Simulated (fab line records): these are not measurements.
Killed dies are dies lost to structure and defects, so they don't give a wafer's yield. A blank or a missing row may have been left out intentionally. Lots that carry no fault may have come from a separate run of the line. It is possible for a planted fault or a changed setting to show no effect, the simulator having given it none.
fab line records	flow rit-cmos
record: lots: 13	wafers: 39	last-day: 7
route steps=202 shown NRETRO@61
lots that met no fault: from a run of the same line without faults
start-h: hours from the record's first day to the start of the lot's first wafer shown	wait-h: hours since the lot's step before	" unchanged from the row above	L1.1+2: one row covering several wafers at once	- no value present, or no start provided	* or withheld: withheld	< > ~ a bound
route shown NAME@n: names a module that has steps shown in the file, with the first one's number in the route	usual: mean/standard deviation taken from wafers without a fault	same: alike in all rows	chamber/n: place in a boat	sites: each site's reading	_std_site: standard deviation of those values	_edge_site: the outer-site mean with the inner-site mean subtracted	radius-mm: for every site, how far away it sits from the centre of the wafer	mask NAME#n: copy n	behind: the last tool/chamber to shape the wafer	hold: what put the lot on hold/how long, in hours/how the hold closed	device: names the non-switching transistor (n, p or np)	end of line: the same wafers' tests at the end of the route	where a step has no rows: the recipe by itself	killed: dies that structure and defects cost at the first sort, which is not the same as the wafer's yield	map: dies across one wafer; x = killed, . = not, _ = none there
set.NAME: the setting the step ran with; set.NAME@STEP: the setting that earlier step ran with	model.NAME: the simulator's own value behind a step, which no gauge read
the route's steps for a sample of lots (tables are steps, rows are wafers)
services: when a tool's chamber went out of use (start-h, in hours from the record's first day, below 0 if earlier), for how many hours, and the reason
== steps ==
step: RIT_NRETRO_IMPLANT_08
recipe: species: P	energy-kev: 70	dose-cm2: 1e+13	tilt-deg: 7
usual: beam-energy-keV: 70.005/0.021
lot.wafer	tool	chamber	start-h	wait-h	beam-energy-keV
L544.2	implanter-04	0	37.67	0.2	70.017
L544.3	"	0	"	"	69.976
L544.4	"	0	"	"	70.011
L545.2	implanter-03	0	42.37	0.2	70.000
L545.3	"	0	"	"	70.034
L545.5	"	0	"	"	70.008
L546.4	implanter-03	0	47.52	0.2	70.000
L546.5	"	0	"	"	70.052
L546.6	"	0	"	"	70.002
L551.1	implanter-02	0	89.84	0.2	69.999
L551.3	"	0	"	"	69.985
L551.4	"	0	"	"	69.997
L553.2	implanter-02	0	95.34	0.2	78.103
L553.4	"	0	"	"	78.081
L553.5	"	0	"	"	78.107
L556.1	implanter-02	0	104.35	0.2	78.079
L556.3	"	0	"	"	78.090
L556.6	"	0	"	"	78.068
L557.2	implanter-04	0	106.90	0.2	69.983
L557.3	"	0	"	"	69.998
L557.4	"	0	"	"	70.003
L559.1	implanter-03	0	114.28	0.2	70.015
L559.3	"	0	"	"	70.018
L559.5	"	0	"	"	70.015
L561.1	implanter-04	0	121.81	0.2	69.986
L561.5	"	0	"	"	69.989
L561.6	"	0	"	"	69.976
L560.1	implanter-03	0	122.21	0.2	69.961
L560.4	"	0	"	"	69.954
L560.6	"	0	"	"	70.000
L563.1	implanter-03	0	126.98	0.2	70.031
L563.3	"	0	"	"	70.051
L563.6	"	0	"	"	70.019
L566.2	implanter-03	0	141.63	0.2	70.017
L566.4	"	0	"	"	69.978
L566.6	"	0	"	"	69.992
L567.1	implanter-03	0	146.31	0.2	69.989
L567.4	"	0	"	"	69.962
L567.6	"	0	"	"	69.999
== services ==
tool	chamber	start-h	hours	kind
implanter-04	-	52.47	4.5	repair
implanter-03	-	69.62	2.3	repair
implanter-03	-	87.47	2.2	pm
implanter-04	-	110.13	3.1	pm
implanter-02	-	119.67	2.7	repair
implanter-04	-	124.92	17.4	pm
== key ==
first-sign: step: RIT_NRETRO_IMPLANT_08	reading: beam-energy-keV	direction: up	sigmas: 99+	usual: 70.005	struck: 78.088
effect none on later readings
met-at RIT_NRETRO_IMPLANT_08
struck-lots L553,L556
tester-left-out L553,L556
onset-between 89.84 95.34
fault: kind: process-parameter-drift	tool: implanter-02	chamber: -	onset-h: 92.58	steps: RIT_NRETRO_IMPLANT_08	channel: energy-kev	offset: 8.0903	shape: step	end-h: 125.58	acts-in: these-recipes-only	stated: 70
tester-left-out: of these lots the tester's yield and bins aren't shown, on N5 and GAA mostly nor the transistor test; their killed dies are dies lost to structure and defects alone, not to doping, threshold or leakage, so they don't give the yield
